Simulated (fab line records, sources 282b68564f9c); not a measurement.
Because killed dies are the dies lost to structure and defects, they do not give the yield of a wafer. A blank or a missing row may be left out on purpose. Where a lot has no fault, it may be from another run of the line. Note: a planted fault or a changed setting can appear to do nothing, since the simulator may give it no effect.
A struck lot beside a sound one    flow rit_cmos    20 steps out of a route of 202
Sound: these wafers, L930.3, L930.5, L930.6. Wafers struck: L940.2, L940.3, L940.6. At the end, the cause is stated.
Each step with rows lists, per side, the tool, then ch with its chambers, then its first start. Under that, the readings that differ: sound wafers    struck wafers    difference of the means    sigmas: that difference in standard deviations of wafers without a fault.
alike: readings whose means differ by less than 2 such deviations, and words and numbers that are the same on both sides. not compared: withheld readings, readings that some wafer has no value for, bounds like >300 that may hide the same value, and numbers for which the record gives no deviation and whose values overlap.
A row with sigmas, a row that says differs or no value, or rows on one side alone: a step with any of these is where the two part. Numbers that have no deviation but don't overlap get no sigmas and don't part them. Lack of a reading on every wafer of one side parts them only where that side has two or more wafers.

RIT_SDANNEAL_RS_MEAS_06: the measuring method here is four-point-probe.
  sound on film_metro-01, day 3 14:20; struck on film_metro-02, day 5 12:56
  alike: PLDD_RS
RIT_SDANNEAL_RS_MEAS_07: the measuring method here is four-point-probe.
  sound on film_metro-01, day 3 14:27; struck on film_metro-02, day 5 13:03
reading           sound              struck             difference  sigmas
NLDD_RS (ohm/sq)  152.1 152.0 152.0  150.3 151.1 150.7  -1.3        -2
then, 1 step without rows for these wafers: RIT_SILICIDE_WET_ETCH_00 (etches SiO2 in BOE, target depth 14 nm, time 15 s).
RIT_SILICIDE_SPUTTER_01: material Ti, target thk 30 nm, time 240 s.
  sound on pvd_sputter-04, day 3 14:32; struck on pvd_sputter-04, day 5 13:10
  alike: throttle_valve_pct
RIT_SILICIDE_RS_MEAS_02: the measuring method here is four-point-probe.
  sound on film_metro-03, day 3 14:44; struck on film_metro-02, day 5 13:20
  alike: SILICIDE_TI_RS
RIT_SILICIDE_THK_MEAS_03: measures by xrf.
  sound on film_metro-03, day 3 14:50; struck on film_metro-02, day 5 13:27
  alike: SILICIDE_TI_THK
RIT_SILICIDE_RTA_04: time 10 s, ramp up 5 s, ramp down 5 s.
  sound on rtp_anneal-02 ch 0, day 3 14:55; struck on rtp_anneal-02 ch 0, day 5 13:31
  alike: wafer_temp_C_max
then, 1 step without rows for these wafers: RIT_SILICIDE_WET_ETCH_05 (etches Ti in SPM, time 120 s).
RIT_SILICIDE_RTA_06: time 10 s, ramp up 5 s, ramp down 10 s.
  sound on rtp_anneal-01 ch 0, day 3 15:04; struck on rtp_anneal-01 ch 0, day 5 13:37
  alike: wafer_temp_C_max
RIT_CONTACT_CVD_00: deposits SiO2 from TEOS, target thk 400 nm, time 61 s.
  sound on pecvd-02 ch 0,1,2, day 3 15:07; struck on pecvd-03 ch 0,1, day 5 13:40
  alike: heater_power_w
RIT_CONTACT_THK_MEAS_01:
  sound on film_metro-02, day 3 15:11; struck on film_metro-04, day 5 13:44
  alike: CONTACT_TEOS_THK
then, 1 step without rows for these wafers: RIT_CONTACT_HMDS_02 (prime time 60 s).
RIT_CONTACT_COAT_03: resist thk 1000 nm.
  sound on litho_track-01 ch 0, day 3 15:26; struck on litho_track-04, day 5 13:58
  no value came back on the struck wafers for chill_plate_temp_C (C), dispense_pressure_kPa (kPa); on the sound wafers chill_plate_temp_C (C) reads 23.13 22.96 22.89
then, 4 steps without rows for these wafers: RIT_CONTACT_SOFTBAKE_04 (time 60 s); RIT_CONTACT_EXPOSE_05 (exposes mask M11, target cd 1000 nm); RIT_CONTACT_PEB_06; RIT_CONTACT_DEVELOP_07 (develop time 120 s).
RIT_CONTACT_CD_MEAS_08: target cd 1000 nm.
  sound on cd_sem-01, day 3 16:22; struck on cd_sem-01, day 5 14:54
reading     sound               struck  difference                     sigmas
cd_nm (nm)  1001.0 998.4 999.9  - - -   no value on the struck wafers  
RIT_CONTACT_OVL_MEAS_09:
  sound on overlay-02, day 3 16:28; struck on overlay-02, day 5 15:00
reading           sound        struck  difference                     sigmas
CONTACT_OVL (nm)  1.0 1.0 2.0  - - -   no value on the struck wafers  
RIT_M1_PROBE_99:
  record: rows for the struck wafers here (prober-01, day 5 20:14), none for the sound ones

WHERE THEY PART
Last at RIT_M1_PROBE_99 as far as this record goes, first at RIT_SDANNEAL_RS_MEAS_07.

WHY: whatever the simulator had introduced
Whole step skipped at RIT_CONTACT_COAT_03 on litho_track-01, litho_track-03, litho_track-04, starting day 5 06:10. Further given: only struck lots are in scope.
